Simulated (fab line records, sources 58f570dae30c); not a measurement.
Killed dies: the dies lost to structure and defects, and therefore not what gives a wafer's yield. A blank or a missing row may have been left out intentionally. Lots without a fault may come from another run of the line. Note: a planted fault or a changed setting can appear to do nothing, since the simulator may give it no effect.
The same fault as seen by 2 desks / flow berkeley cmos170 / only its own numbers are on each desk; what lay behind them is given at the end

THE METROLOGY DESK
What the gauges read for every lot (on any tool): the sampled wafers with a number, averaged. The brackets show how far a lot's mean lies from the usual mean; more than 4 standard deviations puts the lot out of limits, marked OUT.
Columns: A = FIELD_OXIDE_LEFT_2_THK at UCB170_FIELD_THK_MEAS_91, usual 349 nm; B = SILICIDE_TI_THK at UCB170_SILICIDE_THK_MEAS_03, usual 30.5 nm
lot=L425; first seen here=day 6 18:18; A=340; B=30.0
lot=L426; first seen here=day 6 18:38; A=345; B=30.7
lot=L428; first seen here=day 7 04:46; A=346; B=30.2
lot=L429; first seen here=day 7 05:07; A=330; B=30.6
lot=L427; first seen here=day 7 05:12; A=353; B=30.7
lot=L430; first seen here=day 7 20:55; A=352; B=30.7
lot=L433; first seen here=day 8 02:19; A=344; B=30.2
lot=L432; first seen here=day 8 02:58; A=346; B=30.6
lot=L436; first seen here=day 8 14:49; A=365; B=30.6
lot=L439; first seen here=day 9 09:59; A=339; B=30.3
lot=L440; first seen here=day 9 15:56; A=357; B=30.4
lot=L441; first seen here=day 10 01:16; A=351; B=30.7
lot=L444; first seen here=day 10 07:25; A=350; B=30.6
lot=L448; first seen here=day 11 03:24; A=354; B=30.7
This desk's finding: nothing out of limits on any of the 14 lots.

FOR THE TOOL OWNER'S DESK: litho track-03
The tool's own readings at UCB170_NSD_COAT_01 (resist thk 900 nm): means of the sampled wafers that have a number, for each lot that ran on this tool. The brackets show how far a lot's mean lies from the usual mean; more than 4 standard deviations puts the lot out of limits, marked OUT.
Columns: A = spin speed rpm at UCB170_NSD_COAT_01, usual 1500.3 rpm
lot=L425; first seen here=day 8 00:05; A=1501.2
lot=L429; first seen here=day 8 08:40; A=1499.7
lot=L430; first seen here=day 9 01:49; A=1499.1
lot=L432; first seen here=day 9 06:52; A=1571.6 (+65) OUT
lot=L436; first seen here=day 9 18:08; A=1570.3 (+64) OUT
This desk's verdict: out of limits on L432, L436, starting with L432 at day 9 06:52 (spin speed rpm at UCB170_NSD_COAT_01). L425, L429, L430: within limits.

ALL TOGETHER
The tool owner's desk had the chance to raise an alarm at day 9 06:52 on L432, L436.
At the metrology desk, nothing out of limits was observed.
The metrology desk has L432, L436 on record, within its limits.
On litho track-03, each named lot ran UCB170_NSD_COAT_01.

WHAT THE SIMULATOR PUT IN
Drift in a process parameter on litho track-03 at UCB170_NSD_COAT_01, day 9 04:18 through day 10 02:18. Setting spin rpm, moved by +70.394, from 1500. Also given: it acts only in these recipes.
Lots struck among those shown: L432, L436.
Delay in hours, fault start to first out-of-limits reading, by desk: the tool owner's desk at 3.
